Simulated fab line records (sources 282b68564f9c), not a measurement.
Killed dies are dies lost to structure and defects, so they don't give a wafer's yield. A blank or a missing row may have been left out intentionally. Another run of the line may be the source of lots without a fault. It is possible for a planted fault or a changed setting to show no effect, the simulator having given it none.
2 desks looking at one fault :: flow ritCmos :: each desk has only its own numbers; what lay behind them comes last

== THE TOOL OWNER'S DESK: lpcvd-01 ==
The tool's own readings at RIT_ACTIVE_CVD_03 (deposits Si3N4 from SiH2Cl2/NH3, target thk 150 nm, time 1500 s): means of the sampled wafers that have a number, for each lot that ran on this tool. A lot is out of limits, marked OUT, if its mean lies more than 4 standard deviations from the usual mean; the brackets give that distance.
Columns: A = nh3FlowSccm at RIT_ACTIVE_CVD_03, usual 150.0 sccm; B = spikeTcCentreC at RIT_ACTIVE_CVD_03, usual 813.1 C; C = spikeTcLoadC at RIT_ACTIVE_CVD_03, usual 834.2 C
lot: L143
first seen here: day 1 22:07
A: 149.4
B: 812.7
C: 833.7

lot: L144
first seen here: day 2 03:07
A: 150.1
B: 812.8
C: 834.0

lot: L145
first seen here: day 2 08:07
A: 149.8
B: 812.7
C: 836.0

lot: L149
first seen here: day 3 04:38
A: 149.5
B: 813.1
C: 832.6

lot: L150
first seen here: day 3 09:35
A: 150.8
B: 812.0
C: 834.0

lot: L151
first seen here: day 3 14:32
A: 149.9
B: 813.4
C: 835.0

lot: L155
first seen here: day 4 10:07
A: 150.0
B: 840.7 (+28) OUT
C: 833.4

lot: L157
first seen here: day 4 20:07
A: 149.7
B: 841.4 (+29) OUT
C: 834.7
Finding of this desk: L155, L157 out of limits; the first was L155 at day 4 10:07, on spikeTcCentreC at RIT_ACTIVE_CVD_03. L143, L144, L145, L149, L150, L151 stayed within limits.

== METROLOGY DESK ==
What the gauges read for every lot (on any tool): the sampled wafers with a number, averaged. A lot is out of limits, marked OUT, if its mean lies more than 4 standard deviations from the usual mean; the brackets give that distance.
Columns: A = ACTIVE_NITRIDE_THK at RIT_ACTIVE_THK_MEAS_04, usual 149.7 nm; B = cdNm at RIT_ACTIVE_CD_MEAS_11, usual 1399.8 nm
lot: L142
first seen here: day 1 20:47
A: 146.8
B: 1397.7

lot: L143
first seen here: day 1 23:32
A: 149.2
B: 1401.8

lot: L144
first seen here: day 2 04:32
A: 149.7
B: 1400.6

lot: L145
first seen here: day 2 09:32
A: 148.9
B: 1402.4

lot: L147
first seen here: day 2 19:32
A: 150.0
B: 1397.2

lot: L148
first seen here: day 3 00:32
A: 147.3
B: 1394.8

lot: L149
first seen here: day 3 06:02
A: 148.2
B: 1400.3

lot: L150
first seen here: day 3 11:00
A: 151.3
B: 1397.1

lot: L151
first seen here: day 3 15:56
A: 148.4
B: 1398.9

lot: L154
first seen here: day 4 06:32
A: 148.3
B: 1398.8

lot: L155
first seen here: day 4 11:32
A: 180.7 (+22) OUT
B: 1400.5

lot: L157
first seen here: day 4 21:32
A: 171.2 (+15) OUT
B: 1398.2

lot: L160
first seen here: day 5 12:32
A: 149.9
B: 1403.6

lot: L164
first seen here: day 6 09:19
A: 149.6
B: 1398.0
This desk reports L155, L157 out of limits; the earliest was L155 at day 4 11:32 (ACTIVE_NITRIDE_THK at RIT_ACTIVE_THK_MEAS_04). L142, L143, L144, L145, L147, L148, L149, L150, L151, L154, L160, L164 stayed within limits.

== TAKEN TOGETHER ==
At day 4 10:07, on L155, L157, the tool owner's desk was in a position to raise an alarm.
An alarm was possible from the metrology desk at day 4 11:32, on L155, L157.
The lots listed all ran RIT_ACTIVE_CVD_03 on lpcvd-01.

== WHAT THE SIMULATOR HAD INSERTED ==
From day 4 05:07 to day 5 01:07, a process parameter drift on lpcvd-01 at RIT_ACTIVE_CVD_03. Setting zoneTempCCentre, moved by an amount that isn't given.
Shown lots that were struck: L155, L157.
Fault start to first reading out of limits, in hours, per desk: tool owner, 5; metrology, 6.
